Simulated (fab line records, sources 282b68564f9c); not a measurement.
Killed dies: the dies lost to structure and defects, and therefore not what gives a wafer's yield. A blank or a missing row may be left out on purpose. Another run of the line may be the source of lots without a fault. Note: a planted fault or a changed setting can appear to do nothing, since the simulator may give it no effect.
Split-lot study | flow rit cmos | 23 wafers read from 5 lots, route of 202 steps

## ABOUT THE SPLIT
At RIT_FOX1_OXIDATION_00 (target thk 350.7 nm, ox time 1130 s), the setting ox time s was moved away from the recipe's 1130 s on 15 of the 23 wafers read, by -11.7% to +14.9%. This setting was run at the recipe's value on the other wafers.

There is no step in the file separating the split from the reading.

## THE READING
FOX1_OXIDE_THK at RIT_FOX1_THK_MEAS_01, in nm. On this fab line, fault-free wafers typically give 352 nm with a standard deviation of 6.5 nm.

wafer  | tool, chamber at the split | ox time s as run, s | against the recipe | FOX1_OXIDE_THK, nm | against lot-mates on the recipe
L075.2 | furnace-04, 0              | 1130                | recipe             | 337                | -
L075.3 | furnace-04, 0              | 1130                | recipe             | 339                | -
L075.4 | furnace-04, 0              | 1130                | recipe             | 338                | -
L078.1 | -, -                       | 1298                | +14.9%             | 391                | no lot-mate on the recipe
L078.3 | -, -                       | 1298                | +14.9%             | 391                | no lot-mate on the recipe
L078.4 | -, -                       | 1298                | +14.9%             | 399                | no lot-mate on the recipe
L078.5 | -, -                       | 1298                | +14.9%             | 395                | no lot-mate on the recipe
L078.6 | -, -                       | 1298                | +14.9%             | 390                | no lot-mate on the recipe
L081.1 | -, -                       | 1074                | -5.0%              | 340                | no lot-mate on the recipe
L081.2 | -, -                       | 1074                | -5.0%              | 339                | no lot-mate on the recipe
L081.4 | -, -                       | 1074                | -5.0%              | 339                | no lot-mate on the recipe
L081.5 | -, -                       | 1074                | -5.0%              | 342                | no lot-mate on the recipe
L081.6 | -, -                       | 1074                | -5.0%              | 342                | no lot-mate on the recipe
L082.1 | -, -                       | 997.8               | -11.7%             | 323                | no lot-mate on the recipe
L082.2 | -, -                       | 997.8               | -11.7%             | 322                | no lot-mate on the recipe
L082.3 | -, -                       | 997.8               | -11.7%             | 319                | no lot-mate on the recipe
L082.4 | -, -                       | 997.8               | -11.7%             | 322                | no lot-mate on the recipe
L082.5 | -, -                       | 997.8               | -11.7%             | 328                | no lot-mate on the recipe
L083.1 | -, -                       | 1130                | recipe             | 351                | -
L083.2 | -, -                       | 1130                | recipe             | 345                | -
L083.4 | -, -                       | 1130                | recipe             | 348                | -
L083.5 | -, -                       | 1130                | recipe             | 346                | -
L083.6 | -, -                       | 1130                | recipe             | 344                | -

THE FIT
A straight line over all 23 wafers: FOX1_OXIDE_THK changes by +2.64 nm for each +1% of ox time s; r = +0.97; the points scatter about the line by 6.3 nm.
Too few moved wafers with a lot-mate on the recipe to fit a line net of each lot's own level.

## THE WHOLE CHAIN: every reading that the file lists as answering this split, in the file's order
step                  | what it does                        | reading                                                                           | change (the file's fit)              | r (the file's)
RIT_FOX1_OXIDATION_00 | target thk 350.7 nm, ox time 1130 s | SiO2_of_FOX1_OXIDATION_00.thk nm (the simulator's own value, which no gauge read) | +2.63 nm for each +1% of the setting | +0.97
RIT_FOX1_THK_MEAS_01  |                                     | FOX1_OXIDE_THK                                                                    | +2.64 for each +1% of the setting    | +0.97

## FILE'S OWN FIT
FOX1_OXIDE_THK changes by +2.64 nm for each +1% of ox time s, r = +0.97.
